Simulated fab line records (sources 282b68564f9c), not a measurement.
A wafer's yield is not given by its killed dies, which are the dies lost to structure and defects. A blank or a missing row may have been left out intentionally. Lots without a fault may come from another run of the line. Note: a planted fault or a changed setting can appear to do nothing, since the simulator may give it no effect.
Split-lot study | flow ritCmos | on a route of 202 steps: 5 lots, 23 wafers read

== ON THE SPLIT ==
At RIT_FOX2_OXIDATION_00 (target thk 350.7 nm, ox time 1130 s), the setting tempC was moved away from the recipe's 1100 C on 20 of the 23 wafers read, by +0.8% to +2.7%. For the rest of the wafers, this setting stayed at what the recipe calls for.

== FROM THE SPLIT TO THE READING: what the file shows between them, 22 steps ==
- RIT_FOX2_THK_MEAS_01
- RIT_FOX2_CLEAN_02: cleans in dHF, time 180 s
- RIT_FOX2_WET_ETCH_03: etches Si3N4 in H3PO4, target depth 195 nm, time 2700 s
- RIT_FOX2_THK_MEAS_90
- RIT_NWELL_IMPLANT_08 (also split here: energyKev)
- RIT_PWELL_SOFTBAKE_02: time 60 s (also split here: tempC)
- RIT_PWELL_EXPOSE_03: exposes mask M3, target cd 43700 nm
- RIT_PWELL_PEB_04
- RIT_PWELL_DEVELOP_05: develop time 68 s
- RIT_NRETRO_COAT_01: resist thk 1300 nm (also split here: resistThkNm)
- RIT_NRETRO_SOFTBAKE_02: time 60 s (also split here: timeS)
- RIT_NRETRO_EXPOSE_03: exposes mask M4, target cd 43900 nm
- RIT_NRETRO_PEB_04
- RIT_NRETRO_DEVELOP_05: develop time 68 s
- RIT_NRETRO_HARDBAKE_07: time 120 s
- RIT_PRETRO_IMPLANT_08 (also split here: tiltDeg)
- RIT_PRETRO_STRIP_09: strips in O2, time 180 s
- RIT_GATE_WET_ETCH_00: etches SiO2 in BOE, target depth 56 nm, time 60 s
- RIT_GATE_CLEAN_01: cleans in SC1, time 600 s (also split here: timeS)
- RIT_GATE_CLEAN_02: cleans in dHF, time 30 s
- RIT_GATE_CLEAN_03: cleans in SC2, time 600 s
- RIT_GATE_CLEAN_04: cleans in dHF, time 60 s

== THE READING ==
FIELD_OXIDE_LEFT_2_THK, in nm, at RIT_FOX2_THK_MEAS_91. Typical for fault-free wafers on this fab line: 254 nm, with standard deviation 7.5 nm.

wafer  | tool, chamber at the split | tempC as run, C | against the recipe | FIELD_OXIDE_LEFT_2_THK, nm | against lot-mates on the recipe
L075.4 | furnace-03, 0              | 1100            | recipe             | 251                        | -
L075.5 | furnace-03, 0              | 1100            | recipe             | 251                        | -
L075.6 | furnace-03, 0              | 1100            | recipe             | 252                        | -
L078.1 | -, -                       | 1109            | +0.8%              | 260                        | no lot-mate on the recipe
L078.3 | -, -                       | 1109            | +0.8%              | 256                        | no lot-mate on the recipe
L078.4 | -, -                       | 1109            | +0.8%              | 256                        | no lot-mate on the recipe
L078.5 | -, -                       | 1109            | +0.8%              | 256                        | no lot-mate on the recipe
L078.6 | -, -                       | 1109            | +0.8%              | 254                        | no lot-mate on the recipe
L081.1 | -, -                       | 1130            | +2.7%              | 300                        | no lot-mate on the recipe
L081.2 | -, -                       | 1130            | +2.7%              | 301                        | no lot-mate on the recipe
L081.4 | -, -                       | 1130            | +2.7%              | 302                        | no lot-mate on the recipe
L081.5 | -, -                       | 1130            | +2.7%              | 300                        | no lot-mate on the recipe
L081.6 | -, -                       | 1130            | +2.7%              | 297                        | no lot-mate on the recipe
L083.1 | -, -                       | 1119            | +1.7%              | 289                        | no lot-mate on the recipe
L083.2 | -, -                       | 1119            | +1.7%              | 288                        | no lot-mate on the recipe
L083.3 | -, -                       | 1119            | +1.7%              | 288                        | no lot-mate on the recipe
L083.4 | -, -                       | 1119            | +1.7%              | 291                        | no lot-mate on the recipe
L083.6 | -, -                       | 1119            | +1.7%              | 286                        | no lot-mate on the recipe
L085.1 | -, -                       | 1129            | +2.6%              | 306                        | no lot-mate on the recipe
L085.2 | -, -                       | 1129            | +2.6%              | 300                        | no lot-mate on the recipe
L085.4 | -, -                       | 1129            | +2.6%              | 297                        | no lot-mate on the recipe
L085.5 | -, -                       | 1129            | +2.6%              | 302                        | no lot-mate on the recipe
L085.6 | -, -                       | 1129            | +2.6%              | 301                        | no lot-mate on the recipe

THE FIT
A straight line over all 23 wafers: FIELD_OXIDE_LEFT_2_THK changes by +20.4 nm for each +1% of tempC; r = +0.97; the points scatter about the line by 5.5 nm.
Too few moved wafers with a lot-mate on the recipe to fit a line net of each lot's own level.

== THE WHOLE CHAIN: every reading that the file lists as answering this split, in the file's order ==
step                  | what it does                                      | reading                                                                          | change (the file's fit)              | r (the file's)
RIT_FOX2_OXIDATION_00 | target thk 350.7 nm, ox time 1130 s               | SiO2_of_FOX2_OXIDATION_00.thkNm (the simulator's own value, which no gauge read) | +20.8 nm for each +1% of the setting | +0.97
RIT_FOX2_THK_MEAS_01  |                                                   | FOX2_OXIDE_THK                                                                   | +20.8 for each +1% of the setting    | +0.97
RIT_FOX2_THK_MEAS_90  |                                                   | FIELD_OXIDE_LEFT_1_THK                                                           | +20.6 for each +1% of the setting    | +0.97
RIT_GATE_WET_ETCH_00  | etches SiO2 in BOE, target depth 56 nm, time 60 s | SiO2_of_FOX2_OXIDATION_00.thkNm (the simulator's own value, which no gauge read) | +20.5 nm for each +1% of the setting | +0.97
RIT_FOX2_THK_MEAS_91  |                                                   | FIELD_OXIDE_LEFT_2_THK                                                           | +20.4 for each +1% of the setting    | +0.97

== THE FILE'S OWN FIT ==
FIELD_OXIDE_LEFT_2_THK changes by +20.4 nm for each +1% of tempC, r = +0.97.
